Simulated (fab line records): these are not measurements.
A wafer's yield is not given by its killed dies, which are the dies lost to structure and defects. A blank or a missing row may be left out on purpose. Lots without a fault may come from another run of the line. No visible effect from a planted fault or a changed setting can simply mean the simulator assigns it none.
Which tool is to blame? :: flow berkeley-cmos170 :: 42 wafers from 14 lots sampled at 5 of the route's 331 steps

== WHAT THE GAUGES READ, wafer by wafer ==
UCB170_V2_THK_MEAS_01. Usual: V2_TEOS_THK typically reads 2010 nm, with standard deviation 25.
lot: L203
measured: day 8 14:05
on: film-metro-01
V2_TEOS_THK (nm): 1972 1995 2009
flag: 

lot: L202
measured: day 8 17:05
on: film-metro-04
V2_TEOS_THK (nm): 2005 2025 2044
flag: 

lot: L205
measured: day 9 02:02
on: film-metro-01
V2_TEOS_THK (nm): 1980 1988 2023
flag: 

lot: L206
measured: day 9 11:02
on: film-metro-04
V2_TEOS_THK (nm): 1963 2003 1985
flag: 

lot: L210
measured: day 10 07:37
on: film-metro-04
V2_TEOS_THK (nm): 1975 1989 2023
flag: 

lot: L208
measured: day 10 08:26
on: film-metro-02
V2_TEOS_THK (nm): 2003 2006 2003
flag: 

lot: L215
measured: day 11 14:35
on: film-metro-02
V2_TEOS_THK (nm): 1989 2007 2006
flag: 

lot: L212
measured: day 11 15:49
on: film-metro-04
V2_TEOS_THK (nm): 2031 2042 2031
flag: 

lot: L217
measured: day 12 01:55
on: film-metro-02
V2_TEOS_THK (nm): 2001 1998 2020
flag: 

lot: L219
measured: day 12 09:16
on: film-metro-01
V2_TEOS_THK (nm): 997 957 1019 997 955 1019
flag: OFF

lot: L221
measured: day 12 22:14
on: film-metro-01
V2_TEOS_THK (nm): 2015 2030 2017
flag: 

lot: L220
measured: day 13 03:16
on: film-metro-02
V2_TEOS_THK (nm): 955 1002 1030 954 1003 1031
flag: OFF

lot: L223
measured: day 13 12:40
on: film-metro-02
V2_TEOS_THK (nm): 1992 2015 2047
flag: 

lot: L224
measured: day 13 21:26
on: film-metro-01
V2_TEOS_THK (nm): 1971 2019 2002
flag: 

UCB170_V2_THK_MEAS_04. Usual: V2_POLISHED_THK typically reads 1000.1 nm, with standard deviation 1.3.
lot: L203
measured: day 8 14:34
on: film-metro-02
V2_POLISHED_THK (nm): 999.5 999.0 999.9
flag: 

lot: L202
measured: day 8 17:34
on: film-metro-01
V2_POLISHED_THK (nm): 997.2 998.3 999.1
flag: 

lot: L205
measured: day 9 02:31
on: film-metro-02
V2_POLISHED_THK (nm): 1001.3 999.8 1002.1
flag: 

lot: L206
measured: day 9 11:31
on: film-metro-01
V2_POLISHED_THK (nm): 999.3 1001.1 1001.1
flag: 

lot: L210
measured: day 10 08:06
on: film-metro-04
V2_POLISHED_THK (nm): 1001.7 1002.8 1002.0
flag: 

lot: L208
measured: day 10 08:55
on: film-metro-01
V2_POLISHED_THK (nm): 999.9 999.4 998.1
flag: 

lot: L215
measured: day 11 15:04
on: film-metro-02
V2_POLISHED_THK (nm): 1000.6 998.6 1000.7
flag: 

lot: L212
measured: day 11 16:17
on: film-metro-01
V2_POLISHED_THK (nm): 1000.3 1000.7 999.4
flag: 

lot: L217
measured: day 12 02:24
on: film-metro-04
V2_POLISHED_THK (nm): 998.9 1002.0 1000.9
flag: 

lot: L219
measured: day 12 17:49
on: film-metro-04
V2_POLISHED_THK (nm): 997.0 955.7 1001.1
flag: OFF

lot: L221
measured: day 12 22:43
on: film-metro-01
V2_POLISHED_THK (nm): 996.5 999.4 998.3
flag: 

lot: L220
measured: day 13 15:14
on: film-metro-04
V2_POLISHED_THK (nm): 953.0 1001.2 1001.3
flag: OFF

lot: L223
measured: day 13 13:09
on: film-metro-04
V2_POLISHED_THK (nm): 998.6 1001.1 999.5
flag: 

lot: L224
measured: day 13 21:55
on: film-metro-01
V2_POLISHED_THK (nm): 999.9 999.7 1001.1
flag: 

== EACH LOT AND THE TOOL THAT RAN IT (in order: tool; ch and the chambers of the sampled wafers; start) ==
lot: L203
UCB170_V1_CVD_00: pecvd-03 ch 0,1,2, day 8 07:23
UCB170_M2_ETCH_17: rie-diel-04 ch 2,3, day 8 13:28
UCB170_V2_CVD_00: pecvd-01 ch 0,1,2, day 8 13:55

lot: L202
UCB170_V1_CVD_00: pecvd-02 ch 1,2, day 8 08:43
UCB170_M2_ETCH_17: rie-diel-01 ch 0,2, day 8 16:28
UCB170_V2_CVD_00: pecvd-04 ch 0,2, day 8 16:55

lot: L205
UCB170_V1_CVD_00: pecvd-02 ch 0,2, day 8 18:45
UCB170_M2_ETCH_17: rie-diel-04 ch 1,2, day 9 01:25
UCB170_V2_CVD_00: pecvd-03 ch 0,2, day 9 01:52

lot: L206
UCB170_V1_CVD_00: pecvd-02 ch 0,1, day 9 05:51
UCB170_M2_ETCH_17: rie-diel-02 ch 0,1, day 9 10:25
UCB170_V2_CVD_00: pecvd-03 ch 0,1,2, day 9 10:52

lot: L210
UCB170_V1_CVD_00: pecvd-04 ch 0,2, day 9 21:43
UCB170_M2_ETCH_17: rie-diel-01 ch 0,1, day 10 07:00
UCB170_V2_CVD_00: pecvd-04 ch 0,1,2, day 10 07:27

lot: L208
UCB170_V1_CVD_00: pecvd-03 ch 0,1,2, day 10 00:58
UCB170_M2_ETCH_17: rie-diel-01 ch 0,1,3, day 10 07:50
UCB170_V2_CVD_00: pecvd-01 ch 0,1,2, day 10 08:17

lot: L215
UCB170_V1_CVD_00: pecvd-04 ch 0,1, day 11 06:35
UCB170_M2_ETCH_17: rie-diel-04 ch 1,2, day 11 13:58
UCB170_V2_CVD_00: pecvd-04 ch 0,1,2, day 11 14:25

lot: L212
UCB170_V1_CVD_00: pecvd-03 ch 0,1,2, day 11 06:49
UCB170_M2_ETCH_17: rie-diel-01 ch 0,1,2, day 11 15:10
UCB170_V2_CVD_00: pecvd-03 ch 0,1,2, day 11 15:42

lot: L217
UCB170_V1_CVD_00: pecvd-03 ch 0,1, day 11 19:13
UCB170_M2_ETCH_17: rie-diel-01 ch 1,2,3, day 12 01:18
UCB170_V2_CVD_00: pecvd-01 ch 0,1,2, day 12 01:46

lot: L219
UCB170_V1_CVD_00: pecvd-04 ch 0,1,2, day 12 04:02
UCB170_M2_ETCH_17: rie-diel-02 ch 0,1,3, day 12 08:39
UCB170_V2_CVD_00: pecvd-04 ch 0,1,2, day 12 09:06

lot: L221
UCB170_V1_CVD_00: pecvd-04 ch 0,1, day 12 16:59
UCB170_M2_ETCH_17: rie-diel-04 ch 1,2,3, day 12 21:37
UCB170_V2_CVD_00: pecvd-01 ch 0,1,2, day 12 22:04

lot: L220
UCB170_V1_CVD_00: pecvd-03 ch 0,1,2, day 12 20:44
UCB170_M2_ETCH_17: rie-diel-02 ch 1,3, day 13 02:26
UCB170_V2_CVD_00: pecvd-04 ch 0,2, day 13 03:00

lot: L223
UCB170_V1_CVD_00: pecvd-03 ch 0,1, day 13 05:01
UCB170_M2_ETCH_17: rie-diel-02 ch 1,3, day 13 11:53
UCB170_V2_CVD_00: pecvd-03 ch 0,2, day 13 12:31

lot: L224
UCB170_V1_CVD_00: pecvd-04 ch 0,1,2, day 13 13:05
UCB170_M2_ETCH_17: rie-diel-01 ch 0,1, day 13 20:50
UCB170_V2_CVD_00: pecvd-01 ch 0,2, day 13 21:17
- UCB170_V1_CVD_00: deposits SiO2 from TEOS/O2, target thk 2000 nm, time 250 s.
- UCB170_M2_ETCH_17: etches BARC in N2/H2.
- UCB170_V2_CVD_00: deposits SiO2 from TEOS/O2, target thk 2000 nm, time 250 s.

== WHAT THE TOOLS THEMSELVES READ (means of the sampled wafers that have a number; where no wafer has one, the mark that the record gives instead) ==
UCB170_V1_CVD_00. Usual: heater-power-w 276 W, standard deviation 61; pressure-mtorr 9002 mTorr, standard deviation 19.
lot: L203
tool: pecvd-03
heater-power-w (W): 232
pressure-mtorr (mTorr): 8992
flag: 

lot: L202
tool: pecvd-02
heater-power-w (W): 229
pressure-mtorr (mTorr): 8983
flag: 

lot: L205
tool: pecvd-02
heater-power-w (W): 287
pressure-mtorr (mTorr): 9015
flag: 

lot: L206
tool: pecvd-02
heater-power-w (W): 255
pressure-mtorr (mTorr): 8991
flag: 

lot: L210
tool: pecvd-04
heater-power-w (W): 272
pressure-mtorr (mTorr): 9008
flag: 

lot: L208
tool: pecvd-03
heater-power-w (W): 267
pressure-mtorr (mTorr): 8999
flag: 

lot: L215
tool: pecvd-04
heater-power-w (W): 336
pressure-mtorr (mTorr): 9008
flag: 

lot: L212
tool: pecvd-03
heater-power-w (W): 230
pressure-mtorr (mTorr): 9014
flag: 

lot: L217
tool: pecvd-03
heater-power-w (W): 246
pressure-mtorr (mTorr): 8996
flag: 

lot: L219
tool: pecvd-04
heater-power-w (W): 343
pressure-mtorr (mTorr): 9014
flag: 

lot: L221
tool: pecvd-04
heater-power-w (W): 334
pressure-mtorr (mTorr): 9013
flag: 

lot: L220
tool: pecvd-03
heater-power-w (W): 221
pressure-mtorr (mTorr): 9005
flag: 

lot: L223
tool: pecvd-03
heater-power-w (W): 251
pressure-mtorr (mTorr): 8983
flag: 

lot: L224
tool: pecvd-04
heater-power-w (W): 306
pressure-mtorr (mTorr): 8986
flag: 

UCB170_M2_ETCH_17. Usual: drypump-motor-current-A 5.8 A, standard deviation 0.4; oes-product-au 1.002 a.u., standard deviation 0.025; throttle-valve-pct 13.40 %, standard deviation 0.21.
lot: L203
tool: rie-diel-04
drypump-motor-current-A (A): 5.9
oes-product-au (a.u.): 1.007
throttle-valve-pct (%): 13.57
flag: 

lot: L202
tool: rie-diel-01
drypump-motor-current-A (A): 6.1
oes-product-au (a.u.): 0.971
throttle-valve-pct (%): 13.40
flag: 

lot: L205
tool: rie-diel-04
drypump-motor-current-A (A): 5.6
oes-product-au (a.u.): 1.023
throttle-valve-pct (%): 13.40
flag: 

lot: L206
tool: rie-diel-02
drypump-motor-current-A (A): 5.8
oes-product-au (a.u.): 1.006
throttle-valve-pct (%): 13.41
flag: 

lot: L210
tool: rie-diel-01
drypump-motor-current-A (A): 6.2
oes-product-au (a.u.): 1.012
throttle-valve-pct (%): 13.27
flag: 

lot: L208
tool: rie-diel-01
drypump-motor-current-A (A): 6.0
oes-product-au (a.u.): 1.007
throttle-valve-pct (%): 13.37
flag: 

lot: L215
tool: rie-diel-04
drypump-motor-current-A (A): 5.8
oes-product-au (a.u.): 1.026
throttle-valve-pct (%): 13.28
flag: 

lot: L212
tool: rie-diel-01
drypump-motor-current-A (A): 6.1
oes-product-au (a.u.): 0.993
throttle-valve-pct (%): 13.28
flag: 

lot: L217
tool: rie-diel-01
drypump-motor-current-A (A): 6.1
oes-product-au (a.u.): 0.998
throttle-valve-pct (%): 13.26
flag: 

lot: L219
tool: rie-diel-02
drypump-motor-current-A (A): 5.3
oes-product-au (a.u.): 1.007
throttle-valve-pct (%): 13.44
flag: 

lot: L221
tool: rie-diel-04
drypump-motor-current-A (A): 5.7
oes-product-au (a.u.): 1.012
throttle-valve-pct (%): 13.49
flag: 

lot: L220
tool: rie-diel-02
drypump-motor-current-A (A): 5.6
oes-product-au (a.u.): 0.989
throttle-valve-pct (%): 13.44
flag: 

lot: L223
tool: rie-diel-02
drypump-motor-current-A (A): 5.2
oes-product-au (a.u.): 0.987
throttle-valve-pct (%): 13.46
flag: 

lot: L224
tool: rie-diel-01
drypump-motor-current-A (A): 6.2
oes-product-au (a.u.): 1.002
throttle-valve-pct (%): 13.28
flag: 

UCB170_V2_CVD_00. Usual: heater-power-w 278 W, standard deviation 66; pressure-mtorr 9003 mTorr, standard deviation 18.
lot: L203
tool: pecvd-01
heater-power-w (W): 284
pressure-mtorr (mTorr): 9012
flag: 

lot: L202
tool: pecvd-04
heater-power-w (W): 317
pressure-mtorr (mTorr): 8990
flag: 

lot: L205
tool: pecvd-03
heater-power-w (W): 252
pressure-mtorr (mTorr): 8980
flag: 

lot: L206
tool: pecvd-03
heater-power-w (W): 275
pressure-mtorr (mTorr): 8995
flag: 

lot: L210
tool: pecvd-04
heater-power-w (W): 316
pressure-mtorr (mTorr): 9002
flag: 

lot: L208
tool: pecvd-01
heater-power-w (W): 264
pressure-mtorr (mTorr): 9024
flag: 

lot: L215
tool: pecvd-04
heater-power-w (W): 350
pressure-mtorr (mTorr): 9010
flag: 

lot: L212
tool: pecvd-03
heater-power-w (W): 287
pressure-mtorr (mTorr): 8987
flag: 

lot: L217
tool: pecvd-01
heater-power-w (W): 242
pressure-mtorr (mTorr): 8993
flag: 

lot: L219
tool: pecvd-04
heater-power-w (W): 384
pressure-mtorr (mTorr): 9007
flag: 

lot: L221
tool: pecvd-01
heater-power-w (W): 271
pressure-mtorr (mTorr): 8997
flag: 

lot: L220
tool: pecvd-04
heater-power-w (W): 294
pressure-mtorr (mTorr): 9012
flag: 

lot: L223
tool: pecvd-03
heater-power-w (W): 241
pressure-mtorr (mTorr): 9007
flag: 

lot: L224
tool: pecvd-01
heater-power-w (W): 196
pressure-mtorr (mTorr): 9019
flag: 

== THE ANSWER, worked out from the rows above alone ==
Rule: a lot is off if the mean of its wafers that have a number lies more than 3 standard deviations from the usual mean. Also off: a lot with no number at a reading for which 4 or more lots have one. Any other lot the step has rows for is counted as sound. The gauges are gone through in route order, then the tools' own readings, and for those a lot's mean is taken as printed above. At the first step where some lot is off, the reading lying furthest off is the one used; lots without a number count as furthest.
Off: L219, L220, seen at UCB170_V2_THK_MEAS_01 (V2_TEOS_THK).
If a tool, at a process step before that reading, ran all the lots that are off and no sound lot after the first of them, it fits. The gauges at UCB170_V2_THK_MEAS_01 aren't tried: what is off there is off at UCB170_V2_THK_MEAS_04 too, on other tools, and a gauge's error can't cause that. One candidate fits, namely pecvd-04 at UCB170_V2_CVD_00. A fault onset in the window from L215 (day 11 14:25, its last sound lot) to L219 (day 12 09:06, its first lot off) fits.

== WHAT THE SIMULATOR HAD PUT IN ==
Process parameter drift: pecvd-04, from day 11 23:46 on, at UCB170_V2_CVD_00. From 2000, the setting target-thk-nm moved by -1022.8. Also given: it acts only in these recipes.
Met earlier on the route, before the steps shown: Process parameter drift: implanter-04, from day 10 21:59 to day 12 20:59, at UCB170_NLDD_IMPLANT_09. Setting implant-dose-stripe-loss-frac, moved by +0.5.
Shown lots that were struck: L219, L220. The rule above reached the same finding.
